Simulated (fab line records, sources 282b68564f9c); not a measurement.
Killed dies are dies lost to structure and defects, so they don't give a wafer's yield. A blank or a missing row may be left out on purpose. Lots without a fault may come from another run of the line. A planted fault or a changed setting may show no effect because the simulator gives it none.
A struck lot beside a sound one | flow rit_cmos | 17 steps out of a route of 202
Sound: wafers L280.1, L280.2, L280.5. Struck: wafers L289.1, L289.5. (L289.2 of the same lot was not struck and is left out.) The cause comes at the end.
At each step with rows: each side's tool, then ch and its chambers, then its first start. Under that, the readings that differ: sound wafers | struck wafers | difference of the means | sigmas: that difference in standard deviations of wafers without a fault.
alike: readings whose means differ by less than 2 such deviations, and words and numbers that are the same on both sides. not compared: withheld readings, readings that some wafer has no value for, bounds like >300 that may hide the same value, and numbers for which the record gives no deviation and whose values overlap.
The two part at a step that has a row with sigmas, a row that says differs or no value, or rows on one side only. Numbers that don't overlap but have no deviation are shown without sigmas and don't part them. A reading that every wafer of one side lacks parts them only if that side has two wafers or more.

first, 1 step without rows for these wafers: RIT_PSD_IMPLANT_08.
RIT_PSD_STRIP_09: strips in O2, time 180 s.
  sound on plasma_asher-02 ch 0,1, day 4 22:46; struck on plasma_asher-01 ch 0, day 6 20:06
  alike: drypump_motor_current_A
  not compared: rf_hours_counter_h
RIT_PSD_TW_MEAS_10:
  sound on film_metro-01, day 4 22:56; struck on film_metro-02, day 6 20:16
  alike: PSD_TW
then, 3 steps without rows for these wafers: RIT_SDANNEAL_CLEAN_00 (cleans in SC1, time 600 s); RIT_SDANNEAL_CLEAN_01 (cleans in dHF, time 30 s); RIT_SDANNEAL_CLEAN_02 (cleans in SC2, time 600 s).
RIT_SDANNEAL_RTA_03: time 5 s.
  sound on rtp_anneal-01 ch 0, day 4 23:22; struck on rtp_anneal-02 ch 0, day 6 20:43
  alike: wafer_temp_C_max
RIT_SDANNEAL_RS_MEAS_04: measures by four-point-probe.
  sound on film_metro-02, day 4 23:26; struck on film_metro-04, day 6 20:50
  alike: PSD_RS
RIT_SDANNEAL_RS_MEAS_05: measures by four-point-probe.
  sound on film_metro-02, day 4 23:33; struck on film_metro-04, day 6 20:57
  reading         | sound          | struck    | difference | sigmas
  NSD_RS (ohm/sq) | 84.4 84.4 84.6 | 85.1 85.2 | +0.7       | +2
RIT_SDANNEAL_RS_MEAS_06: measures by four-point-probe.
  sound on film_metro-02, day 4 23:40; struck on film_metro-04, day 6 21:04
  alike: PLDD_RS
RIT_SDANNEAL_RS_MEAS_07: measures by four-point-probe.
  sound on film_metro-02, day 4 23:47; struck on film_metro-04, day 6 21:11
  alike: NLDD_RS
then, 1 step without rows for these wafers: RIT_SILICIDE_WET_ETCH_00 (etches SiO2 in BOE, target depth 14 nm, time 15 s).
RIT_SILICIDE_SPUTTER_01: material Ti, target thk 30 nm, time 240 s.
  sound on pvd_sputter-03, day 4 23:56; struck on pvd_sputter-03, day 6 21:19
  reading                                     | sound             | struck      | difference | sigmas
  model.Ti_of_SILICIDE_SPUTTER_01.thk_nm (nm) | 29.68 29.91 29.94 | 26.66 26.64 | -3.19      |
  alike: throttle_valve_pct
RIT_SILICIDE_RS_MEAS_02: measures by four-point-probe.
  sound on film_metro-04, day 5 00:05; struck on film_metro-03, day 6 21:28
  reading                 | sound          | struck    | difference | sigmas
  SILICIDE_TI_RS (ohm/sq) | 52.4 52.0 52.0 | 60.2 60.1 | +8.0       | +9
RIT_SILICIDE_THK_MEAS_03: measures by xrf.
  sound on film_metro-04, day 5 00:12; struck on film_metro-03, day 6 21:35
  reading              | sound          | struck    | difference | sigmas
  SILICIDE_TI_THK (nm) | 29.7 30.0 30.1 | 26.5 26.8 | -3.3       | -8
RIT_SILICIDE_RTA_04: time 10 s, ramp up 5 s, ramp down 5 s.
  sound on rtp_anneal-02 ch 0, day 5 00:16; struck on rtp_anneal-01 ch 0, day 6 21:39
  alike: wafer_temp_C_max
RIT_M1_PROBE_99:
  sound on prober-01, day 5 07:05; struck on prober-02, day 7 04:18
  reading                              | sound             | struck      | difference | sigmas
  model.etest.npoly_line.line_ohm_um   | 169.8 163.6 170.6 | 184.3 184.3 | +16.3      |
  model.etest.ppoly_line.line_ohm_um   | 163.1 154.6 163.7 | 172.8 176.9 | +14.4      |
  model.etest.contact_nplus.end_ohm_um | 40.66 41.17 41.81 | 37.4 38.67  | -3.2       |
  model.etest.contact_pplus.end_ohm_um | 43.01 43.14 42.96 | 40.02 40.33 | -2.86      |
  model.etest.npoly_line.rs_ohm_sq     | 17.16 17.08 17.02 | 18.62 18.65 | +1.55      |
  model.etest.ppoly_line.rs_ohm_sq     | 16.76 16.52 16.79 | 17.9 18.03  | +1.3       |
  model.etest.npoly_sal.rs_ohm_sq      | 4.416 4.412 4.426 | 4.805 4.893 | +0.431     |
  model.etest.ppoly_sal.rs_ohm_sq      | 4.407 4.378 4.398 | 4.769 4.81  | +0.395     |
  alike: killed_at_front_end, killed_dies, killed_open, killed_short

WHERE THEY PART
First at RIT_SDANNEAL_RS_MEAS_05; last, within this record, at RIT_SILICIDE_THK_MEAS_03. Later steps at which nothing parts them and some readings are alike: RIT_SILICIDE_RTA_04, RIT_M1_PROBE_99.

WHY: what the simulator had put in
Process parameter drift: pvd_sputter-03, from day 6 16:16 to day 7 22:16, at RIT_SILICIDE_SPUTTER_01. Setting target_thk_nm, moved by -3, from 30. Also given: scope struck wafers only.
